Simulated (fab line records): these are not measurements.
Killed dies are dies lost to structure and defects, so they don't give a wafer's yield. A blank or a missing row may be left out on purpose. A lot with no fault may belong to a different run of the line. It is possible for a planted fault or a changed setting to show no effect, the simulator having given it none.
Which tool is to blame? | flow berkeley cmos170 | 14 lots, 42 wafers sampled, at 5 steps of a route of 331

WHAT EACH GAUGE READ, for each wafer
UCB170_M2_CD_MEAS_90: the cd target is 700 nm.
lot  | measured     | on        | cd nm (nm)
L777 | day 8 03:43  | cd sem-01 | 700 703 701
L774 | day 8 04:04  | cd sem-01 | 705 704 705
L776 | day 8 04:21  | cd sem-01 | 710 707 695
L775 | day 8 06:21  | cd sem-01 | 699 699 695
L779 | day 8 11:42  | cd sem-01 | 706 705 705
L783 | day 9 11:55  | cd sem-02 | 706 705 706
L784 | day 10 00:54 | cd sem-01 | 703 704 702
L787 | day 10 13:56 | cd sem-01 | 704 704 696
L788 | day 11 05:34 | cd sem-01 | 700 702 698
L790 | day 11 10:26 | cd sem-02 | 699 696 697
L795 | day 12 04:54 | cd sem-02 | 700 703 704
L793 | day 12 05:09 | cd sem-01 | 699 701 700
L794 | day 12 05:19 | cd sem-02 | 701 703 704
L796 | day 12 12:18 | cd sem-02 | 710 704 710

UCB170_M3_RS_MEAS_02: a four-point-probe measurement.
lot  | measured     | on            | M3_AL_RS (ohm/sq)
L777 | day 8 06:16  | film metro-04 | 0.0324 0.0328 0.0320
L774 | day 8 06:50  | film metro-02 | 0.0326 0.0333 0.0330
L776 | day 8 07:09  | film metro-01 | 0.0318 0.0321 0.0318
L775 | day 8 09:10  | film metro-02 | 0.0322 0.0325 0.0321
L779 | day 8 14:25  | film metro-02 | 0.0320 0.0325 0.0320
L783 | day 9 14:46  | film metro-04 | 0.0326 0.0209 0.0320
L784 | day 10 04:16 | film metro-02 | 0.0318 0.0209 0.0319
L787 | day 10 16:33 | film metro-04 | 0.0320 0.0321 0.0319
L788 | day 11 09:46 | film metro-04 | 0.0323 0.0324 0.0324
L790 | day 11 13:31 | film metro-01 | 0.0324 0.0320 0.0322
L795 | day 12 07:58 | film metro-02 | 0.0324 0.0324 0.0321
L793 | day 12 08:06 | film metro-01 | 0.0318 0.0318 0.0323
L794 | day 12 08:16 | film metro-02 | 0.0325 0.0324 0.0326
L796 | day 12 15:40 | film metro-01 | 0.0322 0.0317 0.0323

UCB170_M3_THK_MEAS_03: measures by xrf.
lot  | measured     | on            | M3_AL_THK (nm)
L777 | day 8 06:23  | film metro-04 | 900 876 909
L774 | day 8 06:56  | film metro-02 | 884 868 879
L776 | day 8 07:16  | film metro-01 | 914 912 916
L775 | day 8 09:16  | film metro-02 | 897 886 896
L779 | day 8 14:31  | film metro-02 | 904 887 900
L783 | day 9 14:52  | film metro-04 | 892 1373 909
L784 | day 10 04:23 | film metro-02 | 907 1382 912
L787 | day 10 16:40 | film metro-04 | 903 900 907
L788 | day 11 09:53 | film metro-04 | 900 894 890
L790 | day 11 13:38 | film metro-01 | 903 905 906
L795 | day 12 08:04 | film metro-02 | 893 900 906
L793 | day 12 08:12 | film metro-01 | 918 917 904
L794 | day 12 08:23 | film metro-02 | 890 895 885
L796 | day 12 15:47 | film metro-01 | 908 916 911

EACH LOT AND THE TOOL THAT RAN IT (in order: tool; ch and the chambers of the sampled wafers; start)
lot  | UCB170_V2_ETCH_14                  | UCB170_M3_SPUTTER_01
L777 | rie diel-01 ch 0,2,3, day 8 05:43  | pvd sputter-03, day 8 06:10
L774 | rie diel-04 ch 0,2, day 8 06:16    | pvd sputter-01, day 8 06:43
L776 | rie diel-02 ch 1,2, day 8 06:35    | pvd sputter-03, day 8 07:03
L775 | rie diel-02 ch 0,2, day 8 08:34    | pvd sputter-03, day 8 09:02
L779 | rie diel-01 ch 0,2, day 8 13:50    | pvd sputter-03, day 8 14:18
L783 | rie diel-04 ch 1,2,3, day 9 14:11  | pvd sputter-03, day 9 14:39
L784 | rie diel-02 ch 0,2,3, day 10 03:43 | pvd sputter-03, day 10 04:11
L787 | rie diel-02 ch 0,1, day 10 15:56   | pvd sputter-01, day 10 16:24
L788 | rie diel-04 ch 1,2, day 11 09:12   | pvd sputter-01, day 11 09:40
L790 | rie diel-02 ch 1,2, day 11 12:58   | pvd sputter-02, day 11 13:26
L795 | rie diel-02 ch 0,3, day 12 07:23   | pvd sputter-01, day 12 07:52
L793 | rie diel-04 ch 0,1,2, day 12 07:31 | pvd sputter-02, day 12 07:58
L794 | rie diel-01 ch 0,1,2, day 12 07:43 | pvd sputter-01, day 12 08:11
L796 | rie diel-01 ch 0,1,2, day 12 15:07 | pvd sputter-02, day 12 15:35
- UCB170_V2_ETCH_14: etches SiO2 in CHF3/CF4/Ar, stops on Al, target depth 1250 nm, time 291 s.
- UCB170_M3_SPUTTER_01: material Al, target thk 900 nm, time 120 s.

WHAT THE TOOLS THEMSELVES READ (means of the sampled wafers that have a number; where no wafer has one, the mark that the record gives instead)
UCB170_V2_ETCH_14.
lot  | tool        | drypump motor current A (A) | oes product au (a.u.) | throttle valve pct (%)
L777 | rie diel-01 | 5.0                         | 0.879                 | 6.96
L774 | rie diel-04 | 6.1                         | 0.865                 | 6.94
L776 | rie diel-02 | 5.9                         | 0.868                 | 6.95
L775 | rie diel-02 | 5.7                         | 0.864                 | 6.96
L779 | rie diel-01 | 5.2                         | 0.876                 | 7.05
L783 | rie diel-04 | 5.6                         | 0.856                 | 7.02
L784 | rie diel-02 | 5.5                         | 0.863                 | 6.97
L787 | rie diel-02 | 5.5                         | 0.868                 | 7.07
L788 | rie diel-04 | 5.8                         | 0.862                 | 6.94
L790 | rie diel-02 | 5.7                         | 0.872                 | 7.00
L795 | rie diel-02 | 5.2                         | 0.861                 | 7.03
L793 | rie diel-04 | 6.0                         | 0.858                 | 6.95
L794 | rie diel-01 | 5.1                         | 0.876                 | 7.02
L796 | rie diel-01 | 5.1                         | 0.876                 | 7.04

UCB170_M3_SPUTTER_01.
lot  | tool           | throttle valve pct (%)
L777 | pvd sputter-03 | 29.9
L774 | pvd sputter-01 | 30.3
L776 | pvd sputter-03 | 29.8
L775 | pvd sputter-03 | 30.0
L779 | pvd sputter-03 | 29.9
L783 | pvd sputter-03 | 30.0
L784 | pvd sputter-03 | 30.5
L787 | pvd sputter-01 | 31.5
L788 | pvd sputter-01 | 31.7
L790 | pvd sputter-02 | 29.6
L795 | pvd sputter-01 | 30.9
L793 | pvd sputter-02 | 30.8
L794 | pvd sputter-01 | 31.0
L796 | pvd sputter-02 | 31.0

THE ANSWER, worked out from the rows above alone
Rule: usual is defined by the lots themselves. The widest of any qualifying gaps counts: lots, ordered by their means at a reading, are off when they make up no more than a third of the lots, leave a main group of 4 or more, and stand apart from it by 3 or more times the standard deviation of that group's means. A main group whose means are all the same, to the digits that the tables above print for the reading, isn't used. Also off: a lot with no number at a reading for which 4 or more lots have one. All remaining lots with rows at the step are treated as sound. First the gauges in route order, then the tools' own readings, where a lot's mean is used as printed above. The first step at which some lot is off is used, and at that step the reading that is off furthest; a lot without a number counts as furthest.
Off: L783, L784, seen at UCB170_M3_RS_MEAS_02 (M3_AL_RS). The main group: mean 0.0323 ohm/sq, standard deviation 0.00028.
A tool fits if, at a process step before that reading, it ran every lot that is off, and no sound lot after the first of them. The gauges at UCB170_M3_RS_MEAS_02 are tried like those tools. One fits: pvd sputter-03 at UCB170_M3_SPUTTER_01. Its last sound lot is L779 (day 8 14:18), its first lot that is off L783 (day 9 14:39): a fault that began between those two fits.

WHAT THE SIMULATOR HAD INSERTED
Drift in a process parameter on pvd sputter-03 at UCB170_M3_SPUTTER_01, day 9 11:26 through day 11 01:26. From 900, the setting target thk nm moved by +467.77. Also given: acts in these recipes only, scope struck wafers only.
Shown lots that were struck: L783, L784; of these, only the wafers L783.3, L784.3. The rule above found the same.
